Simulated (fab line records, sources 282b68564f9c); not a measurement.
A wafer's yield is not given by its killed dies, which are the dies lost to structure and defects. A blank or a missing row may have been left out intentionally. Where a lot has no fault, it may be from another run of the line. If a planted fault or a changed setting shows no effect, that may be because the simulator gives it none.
What tool caused it?	flow rit_cmos	7 lots, 21 wafers sampled, at 2 steps of a route of 202

== WHAT EACH GAUGE READ, for each wafer ==
RIT_WELLDRIVE_RS_MEAS_02: measures by four-point-probe.
lot	measured	on	PWELL_RS (ohm/sq)
L851	day 2 21:47	film_metro-02	428.2 427.7 427.5
L853	day 3 05:16	film_metro-01	429.2 428.8 428.6
L855	day 3 16:10	film_metro-03	430.6 430.7 428.7
L859	day 4 10:34	film_metro-01	433.5 434.1 433.3
L866	day 5 23:41	film_metro-03	430.3 429.9 429.9
L868	day 6 10:27	film_metro-01	429.0 428.6 431.0
L872	day 7 05:56	film_metro-03	429.7 429.7 429.4

== WHICH TOOL RAN EACH LOT (tool, then ch and the chambers of the sampled wafers, then the start) ==
lot	RIT_PWELL_IMPLANT_08
L851	implanter-03 ch 0, day 2 15:10
L853	implanter-01 ch 0, day 2 23:06
L855	implanter-03 ch 0, day 3 10:16
L859	implanter-04 ch 0, day 4 04:11
L866	implanter-01 ch 0, day 5 14:05
L868	implanter-01 ch 0, day 6 04:27
L872	implanter-01 ch 0, day 6 22:41
- RIT_PWELL_IMPLANT_08

== THE ANSWER, worked out from the rows above alone ==
Rule: what is usual is taken from the lots themselves. Put in order of their means at a reading, lots are off if they are a third of the lots or fewer, leave a main group of 4 or more, and stand apart from it by a gap of 3 or more times the standard deviation of the main group's means; of several such gaps the widest counts. The tables above print the reading to a certain number of digits; a main group whose means all agree to those digits is not used. Also off: a lot with no number at a reading for which 4 or more lots have one. All remaining lots with rows at the step are treated as sound.
Off: at RIT_WELLDRIVE_RS_MEAS_02 (PWELL_RS), L859. For the main group the mean is 429.3 ohm/sq and the standard deviation 0.78.
A tool fits if, at a process step before that reading, it ran every lot that is off, and no sound lot after the first of them. The gauges at RIT_WELLDRIVE_RS_MEAS_02 are tried like those tools. One fits: RIT_PWELL_IMPLANT_08 on implanter-04. It ran no sound lot before its first lot that is off in this sample, so the start can't be narrowed down.

== WHAT WAS PUT IN BY THE SIMULATOR ==
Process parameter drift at RIT_PWELL_IMPLANT_08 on implanter-04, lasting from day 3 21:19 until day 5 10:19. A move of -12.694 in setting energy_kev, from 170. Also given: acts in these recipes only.
Lots struck among those shown: L859. Same finding as the rule above.
